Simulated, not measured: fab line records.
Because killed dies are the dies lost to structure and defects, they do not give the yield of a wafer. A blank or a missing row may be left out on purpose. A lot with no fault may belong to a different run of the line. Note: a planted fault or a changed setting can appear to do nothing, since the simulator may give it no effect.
The tool behind it: which one? + flow rit_cmos + 15 lots with 45 wafers sampled at 2 steps, on a route of 202 steps

== WHAT THE GAUGES READ, wafer by wafer ==
No reading from a measuring or inspecting step in the record can be judged against a usual standard deviation.

== WHICH TOOL RAN EACH LOT (tool, then ch and the chambers of the sampled wafers, then the start) ==
| lot  | RIT_PSD_STRIP_09                    | RIT_M1_PROBE_99        |
|------|-------------------------------------|------------------------|
| L609 | plasma_asher-01 ch 0,1, day 3 04:57 | prober-02, day 3 13:13 |
| L610 | plasma_asher-01 ch 0,1, day 3 10:49 | prober-01, day 3 20:43 |
| L611 | plasma_asher-03 ch 0,1, day 3 13:31 | prober-02, day 4 00:54 |
| L612 | plasma_asher-01 ch 0,1, day 3 20:25 | prober-01, day 4 04:32 |
| L614 | plasma_asher-03 ch 0,1, day 4 04:04 | prober-01, day 4 12:38 |
| L615 | plasma_asher-04 ch 0,1, day 4 07:16 | prober-02, day 4 15:32 |
| L617 | plasma_asher-04 ch 0,1, day 4 17:44 | prober-02, day 5 02:32 |
| L618 | plasma_asher-01 ch 0,1, day 5 00:22 | prober-01, day 5 08:20 |
| L621 | plasma_asher-01 ch 0,1, day 5 13:12 | prober-02, day 5 21:08 |
| L622 | plasma_asher-01 ch 0,1, day 5 18:28 | prober-01, day 6 02:56 |
| L623 | plasma_asher-01 ch 0,1, day 5 23:46 | prober-02, day 6 08:35 |
| L624 | plasma_asher-01 ch 0,1, day 6 02:59 | prober-01, day 6 11:24 |
| L625 | plasma_asher-04 ch 0,1, day 6 09:30 | prober-02, day 6 20:15 |
| L626 | plasma_asher-04 ch 0,1, day 6 13:47 | prober-01, day 6 23:53 |
| L627 | plasma_asher-01 ch 0,1, day 6 19:20 | prober-02, day 7 06:43 |
- RIT_PSD_STRIP_09: strips in O2, time 180 s.
- RIT_M1_PROBE_99

== WHAT THE TOOLS THEMSELVES READ (means of the sampled wafers that have a number; where no wafer has one, the mark that the record gives instead) ==
RIT_PSD_STRIP_09. Usual: drypump_motor_current_A reads 5.87 A (standard deviation 0.26).
| lot  | tool            | drypump_motor_current_A (A) | flag |
|------|-----------------|-----------------------------|------|
| L609 | plasma_asher-01 | 5.88                        |      |
| L610 | plasma_asher-01 | 5.63                        |      |
| L611 | plasma_asher-03 | 6.04                        |      |
| L612 | plasma_asher-01 | 5.65                        |      |
| L614 | plasma_asher-03 | 6.05                        |      |
| L615 | plasma_asher-04 | 5.76                        |      |
| L617 | plasma_asher-04 | 5.78                        |      |
| L618 | plasma_asher-01 | 5.88                        |      |
| L621 | plasma_asher-01 | 5.63                        |      |
| L622 | plasma_asher-01 | 5.64                        |      |
| L623 | plasma_asher-01 | 5.90                        |      |
| L624 | plasma_asher-01 | 5.67                        |      |
| L625 | plasma_asher-04 | 5.78                        |      |
| L626 | plasma_asher-04 | 5.79                        |      |
| L627 | plasma_asher-01 | 5.88                        |      |

RIT_M1_PROBE_99. Usual: killed_at_contacts 0.1, standard deviation 0.32; killed_at_front_end 6.7, standard deviation 2.9; killed_dies 6.8, standard deviation 2.9; killed_on_rim 1.8, standard deviation 1.4; killed_open 3.3, standard deviation 1.7; killed_short 3.4, standard deviation 2.1.
| lot  | tool      | killed_at_contacts | killed_at_front_end | killed_dies | killed_on_rim | killed_open | killed_short | flag |
|------|-----------|--------------------|---------------------|-------------|---------------|-------------|--------------|------|
| L609 | prober-02 | 0.0                | 3.7                 | 3.7         | 0.7           | 1.7         | 2.0          |      |
| L610 | prober-01 | 0.0                | 7.3                 | 7.3         | 2.0           | 3.3         | 4.0          |      |
| L611 | prober-02 | 0.7                | 6.7                 | 7.3         | 1.7           | 3.3         | 4.0          |      |
| L612 | prober-01 | 0.0                | 8.0                 | 8.0         | 1.7           | 3.3         | 4.7          |      |
| L614 | prober-01 | 0.0                | 9.0                 | 9.0         | 3.3           | 5.0         | 4.0          |      |
| L615 | prober-02 | 0.3                | 5.7                 | 6.0         | 1.7           | 4.0         | 2.0          |      |
| L617 | prober-02 | 0.7                | 8.7                 | 9.3         | 3.3           | 3.3         | 6.0          |      |
| L618 | prober-01 | 0.0                | 7.3                 | 7.3         | 2.7           | 3.7         | 3.7          |      |
| L621 | prober-02 | 0.3                | 4.7                 | 5.0         | 1.7           | 3.7         | 1.3          |      |
| L622 | prober-01 | 0.0                | 6.0                 | 6.0         | 2.0           | 1.7         | 4.3          |      |
| L623 | prober-02 | 0.0                | 33.0                | 33.0        | 11.0          | 3.0         | 2.7          | OFF  |
| L624 | prober-01 | 0.3                | 27.3                | 27.7        | 10.3          | 3.3         | 2.0          | OFF  |
| L625 | prober-02 | 0.0                | 8.0                 | 8.0         | 2.7           | 4.3         | 3.3          |      |
| L626 | prober-01 | 0.0                | 10.0                | 10.0        | 2.0           | 3.7         | 6.3          |      |
| L627 | prober-02 | 0.3                | 31.3                | 31.7        | 10.3          | 2.3         | 4.0          | OFF  |

== THE ANSWER, worked out from the rows above alone ==
Rule: a lot is off if the mean of its wafers that have a number lies more than 3 standard deviations from the usual mean. A lot without any number at a reading at which 4 lots or more have one is off too. Where the step has rows for the other lots, those lots are counted as sound. After the gauges, taken in route order, come the tools' own readings; for these a lot's mean is taken, as printed above. At the first step where some lot is off, the reading lying furthest off is the one used; lots without a number count as furthest.
Off at RIT_M1_PROBE_99 (killed_at_front_end): L623, L624, L627.
If a tool, at that step or one of the process steps before it, ran each lot that is off and ran no sound lot following the first of them, it fits. One candidate fits, namely plasma_asher-01 at RIT_PSD_STRIP_09. Its last sound lot is L622 (day 5 18:28), its first lot that is off L623 (day 5 23:46): a fault that began between those two fits.

== WHAT HAD BEEN PUT IN BY THE SIMULATOR ==
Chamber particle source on plasma_asher-01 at RIT_PSD_STRIP_09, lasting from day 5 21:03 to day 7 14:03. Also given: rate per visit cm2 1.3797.
Lots struck among those shown: L623, L624, L627. The same result came from the rule above.
